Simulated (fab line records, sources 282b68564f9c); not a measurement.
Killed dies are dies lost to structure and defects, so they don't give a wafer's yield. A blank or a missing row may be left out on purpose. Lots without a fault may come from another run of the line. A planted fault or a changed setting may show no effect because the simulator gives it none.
Which tool did it? | flow rit_cmos | 7 lots, 21 wafers sampled, at 4 steps of a route of 202

WHAT THE GAUGES READ, wafer by wafer
RIT_M1_OVL_MEAS_10.
lot  | measured    | on         | M1_OVL (nm)
L783 | day 3 15:22 | overlay-01 | -0.4 -2.8 0.0
L785 | day 4 03:43 | overlay-02 | -0.3 -0.6 0.1
L787 | day 4 12:08 | overlay-01 | -1.6 -1.8 -1.8
L791 | day 5 09:50 | overlay-02 | -1.9 -1.4 -3.8
L793 | day 5 16:43 | overlay-02 | -1.8 -2.9 -1.4
L797 | day 6 12:32 | overlay-02 | 357.2 356.1 358.9
L802 | day 7 11:56 | overlay-02 | -1.7 -3.2 -2.5

WHICH TOOL RAN EACH LOT (tool, then ch and the chambers of the sampled wafers, then the start)
lot  | RIT_SDANNEAL_RTA_03             | RIT_SILICIDE_RTA_04             | RIT_M1_EXPOSE_06
L783 | rtp_anneal-01 ch 0, day 3 10:35 | rtp_anneal-02 ch 0, day 3 11:28 | iline_stepper-01 ch 0, day 3 14:49
L785 | rtp_anneal-02 ch 0, day 3 22:52 | rtp_anneal-01 ch 0, day 3 23:44 | iline_stepper-01 ch 0, day 4 03:10
L787 | rtp_anneal-02 ch 0, day 4 07:23 | rtp_anneal-01 ch 0, day 4 08:16 | iline_stepper-02 ch 0, day 4 11:35
L791 | rtp_anneal-02 ch 0, day 5 04:19 | rtp_anneal-01 ch 0, day 5 05:13 | iline_stepper-01 ch 0, day 5 09:18
L793 | rtp_anneal-02 ch 0, day 5 11:39 | rtp_anneal-01 ch 0, day 5 12:32 | iline_stepper-02 ch 0, day 5 16:10
L797 | rtp_anneal-02 ch 0, day 6 07:32 | rtp_anneal-01 ch 0, day 6 08:25 | iline_stepper-01 ch 0, day 6 12:01
L802 | rtp_anneal-01 ch 0, day 7 07:10 | rtp_anneal-02 ch 0, day 7 08:03 | iline_stepper-02 ch 0, day 7 11:23
- RIT_SDANNEAL_RTA_03: time 5 s.
- RIT_SILICIDE_RTA_04: time 10 s, ramp up 5 s, ramp down 5 s.
- RIT_M1_EXPOSE_06: exposes mask M12, target cd 2600 nm.

THE ANSWER, worked out from the rows above alone
Rule: what is usual is taken from the lots themselves. Put in order of their means at a reading, lots are off if they are a third of the lots or fewer, leave a main group of 4 or more, and stand apart from it by a gap of 3 or more times the standard deviation of the main group's means; of several such gaps the widest counts. A main group whose means are all the same, to the digits that the tables above print for the reading, isn't used. A lot without any number at a reading at which 4 lots or more have one is off too. The other lots that the step has rows for count as sound.
Off: L797, at RIT_M1_OVL_MEAS_10 (M1_OVL). The main group: mean -1.7 nm, standard deviation 0.77.
A tool fits if, at a process step before that reading, it ran every lot that is off, and no sound lot after the first of them. The gauges at RIT_M1_OVL_MEAS_10 are tried like those tools. Can't be told from this: 3 tools fit, rtp_anneal-02 at RIT_SDANNEAL_RTA_03, rtp_anneal-01 at RIT_SILICIDE_RTA_04, iline_stepper-01 at RIT_M1_EXPOSE_06.

WHAT THE SIMULATOR HAD PUT IN
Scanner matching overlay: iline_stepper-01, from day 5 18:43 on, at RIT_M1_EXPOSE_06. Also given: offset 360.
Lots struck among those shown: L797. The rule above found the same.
